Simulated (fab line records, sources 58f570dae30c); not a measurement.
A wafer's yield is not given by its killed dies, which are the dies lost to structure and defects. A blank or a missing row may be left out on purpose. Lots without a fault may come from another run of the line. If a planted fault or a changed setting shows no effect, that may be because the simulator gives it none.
Split-lot trial	flow berkeley_cmos170	on a route of 331 steps: 5 lots, 23 wafers read

## ON THE SPLIT
At UCB170_PWELL_ETCH_14 (etches Si3N4 in CH3F/Ar/O2, stops on SiO2, target depth 242 nm, time 151 s), the setting rf_w was moved away from the recipe's 450 W on 8 of the 23 wafers read, by -11.8% to +7.8%. All remaining wafers had this setting at the recipe value.

The reading comes from the split's own step.

## THE READING
KrF_of_PWELL_COAT_08.thk_nm (the simulator's own value, which no gauge read), in nm, at UCB170_PWELL_ETCH_14 (etches Si3N4 in CH3F/Ar/O2, stops on SiO2, target depth 242 nm, time 151 s). No usual value for it is given in the file. Across the 15 wafers here that went through the recipe, the average is 723.4 nm and the standard deviation 3.1 nm.

wafer	tool, chamber at the split	rf_w as run, W	against the recipe	KrF_of_PWELL_COAT_08.thk_nm, nm	against lot-mates on the recipe
L075.1	rie_diel-03, 3	450	recipe	723.3	-
L075.2	rie_diel-03, 2	450	recipe	722.1	-
L075.3	rie_diel-03, 0	479.8	+6.6%	713.6	-8.1
L075.5	rie_diel-03, 3	450	recipe	719.7	-
L075.6	rie_diel-03, 2	479.8	+6.6%	717.6	-4.1
L081.2	rie_diel-03, 1	450	recipe	729.9	-
L081.3	rie_diel-03, 0	397	-11.8%	733.4	+4.6
L081.4	rie_diel-03, 3	450	recipe	727.6	-
L081.5	rie_diel-03, 1	397	-11.8%	736.1	+7.4
L081.6	rie_diel-03, 2	397	-11.8%	735.4	+6.6
L083.4	rie_diel-03, 2	450	recipe	720	-
L083.5	rie_diel-03, 3	450	recipe	723.2	-
L083.6	rie_diel-03, 0	450	recipe	720.1	-
L085.1	rie_diel-01, 0	485.3	+7.8%	718.9	-8.6
L085.2	rie_diel-01, 1	485.3	+7.8%	719.1	-8.4
L085.3	rie_diel-01, 2	485.3	+7.8%	722.6	-4.9
L085.5	rie_diel-01, 3	450	recipe	726.6	-
L085.6	rie_diel-01, 2	450	recipe	728.3	-
L084.1	rie_diel-03, 2	450	recipe	721.9	-
L084.3	rie_diel-03, 3	450	recipe	721.2	-
L084.4	rie_diel-03, 3	450	recipe	724.2	-
L084.5	rie_diel-03, 2	450	recipe	722.1	-
L084.6	rie_diel-03, 0	450	recipe	721.1	-

FIT RESULTS
A straight line over all 23 wafers: KrF_of_PWELL_COAT_08.thk_nm changes by -0.854 nm for each +1% of rf_w; r = -0.84; the points scatter about the line by 3.2 nm.
The same after taking each lot's own level away (the mean of its wafers on the recipe; 23 wafers): -0.683 nm for each +1%; r = -0.92; scatter 1.7 nm.
The reading moves by 8 nm for the largest change in rf_w, on that fit.
The lots' own levels span 721.10 to 728.75 nm, that is 2.4 times the standard deviation above.
So the lot-to-lot level changes the slope: the two fits differ.
Check: with one of the wafers moved furthest among these (-11.8%) left out of the fit, the line predicts +8.33 nm for it against its lot-mates. Against them it came out at +4.65 nm.

## FURTHER SPLITS ON THESE WAFERS
These wafers also went through other splits before the reading. Each is held against what the fit with the lots' levels taken away leaves over:
other split on the same wafers	wafers away from the commonest value	r with KrF_of_PWELL_COAT_08.thk_nm (lot level and that fit taken away)
UCB170_ZERO_COAT_01 resist_thk_nm	8	-0.27
UCB170_ZERO_SOFTBAKE_02 time_s	7	+0.16
UCB170_NWELL_IMPLANT_14 dose_cm2	8	-0.12

## THE FILE'S OWN FIT
KrF_of_PWELL_COAT_08.thk_nm changes by -0.7 nm for each +1% of rf_w, r = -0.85.
